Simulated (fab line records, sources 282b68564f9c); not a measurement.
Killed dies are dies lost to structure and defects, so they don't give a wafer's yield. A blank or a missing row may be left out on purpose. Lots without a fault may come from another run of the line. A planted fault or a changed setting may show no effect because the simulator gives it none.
A struck lot beside a sound one | flow rit_cmos | 17 steps out of a route of 202
Sound: wafers L774.4, L774.5, L774.6. Struck: wafers L783.1, L783.4, L783.6. The cause comes at the end.
At each step with rows: each side's tool, then ch and its chambers, then its first start. Under that, the readings that differ: sound wafers | struck wafers | difference of the means | sigmas: that difference in standard deviations of wafers without a fault.
alike: readings whose means differ by less than 2 such deviations, and words and numbers that are the same on both sides. not compared: withheld readings, readings that some wafer has no value for, bounds like >300 that may hide the same value, and numbers for which the record gives no deviation and whose values overlap.
The two part at a step that has a row with sigmas, a row that says differs or no value, or rows on one side only. Numbers that don't overlap but have no deviation are shown without sigmas and don't part them. A reading that every wafer of one side lacks parts them only if that side has two wafers or more.

first, 1 step without rows for these wafers: RIT_PRETRO_DEVELOP_05 (develop time 68 s).
RIT_PRETRO_OVL_MEAS_06:
  sound on overlay-01, day 2 21:52; struck on overlay-02, day 4 23:25
  alike: PRETRO_OVL
then, 2 steps without rows for these wafers: RIT_PRETRO_HARDBAKE_07 (time 120 s); RIT_PRETRO_IMPLANT_08.
RIT_PRETRO_STRIP_09: strips in O2, time 180 s.
  sound on plasma_asher-03 ch 0,1, day 2 22:20; struck on plasma_asher-02 ch 0, day 4 23:51
  alike: drypump_motor_current_A
  not compared: rf_hours_counter_h
RIT_PRETRO_TW_MEAS_10:
  sound on film_metro-04, day 2 22:29; struck on film_metro-02, day 5 00:02
  alike: PRETRO_TW
then, 5 steps without rows for these wafers: RIT_GATE_WET_ETCH_00 (etches SiO2 in BOE, target depth 56 nm, time 60 s); RIT_GATE_CLEAN_01 (cleans in SC1, time 600 s); RIT_GATE_CLEAN_02 (cleans in dHF, time 30 s); RIT_GATE_CLEAN_03 (cleans in SC2, time 600 s); RIT_GATE_CLEAN_04 (cleans in dHF, time 60 s).
RIT_FOX2_THK_MEAS_91:
  sound on film_metro-01, day 2 22:58; struck on film_metro-01, day 5 00:31
  alike: FIELD_OXIDE_LEFT_2_THK
RIT_GATE_OXIDATION_05: target thk 3 nm, ox time 270 s.
  sound on furnace-03 ch 0, day 2 23:16; struck on furnace-04 ch 0, day 5 00:35
  reading                                     | sound            | struck            | difference | sigmas
  model.SiO2_of_GATE_OXIDATION_05.thk_nm (nm) | 2.937 2.98 3.026 | 2.155 2.189 2.166 | -0.811     |
  alike: tube_center_temp_C_max
then, 1 step without rows for these wafers: RIT_GATE_ANNEAL_06 (time 600 s).
RIT_GATE_THK_MEAS_07:
  sound on film_metro-04, day 3 05:10; struck on film_metro-04, day 5 01:55
  reading             | sound          | struck         | difference | sigmas
  GATE_OXIDE_THK (nm) | 2.93 3.01 3.04 | 2.12 2.14 2.20 | -0.84      | -14
then, 1 step without rows for these wafers: RIT_GATE_CVD_08 (deposits poly-Si from SiH4, target thk 250 nm, time 2220 s).
RIT_M1_PROBE_99:
  sound on prober-01, day 4 08:51; struck on prober-02, day 6 02:20
  alike: killed_at_contacts, killed_at_front_end, killed_dies, killed_on_rim, killed_open, killed_short

WHERE THEY PART
Only at RIT_GATE_THK_MEAS_07, within this record. Later steps at which nothing parts them and some readings are alike: RIT_M1_PROBE_99.

WHY: what the simulator had put in
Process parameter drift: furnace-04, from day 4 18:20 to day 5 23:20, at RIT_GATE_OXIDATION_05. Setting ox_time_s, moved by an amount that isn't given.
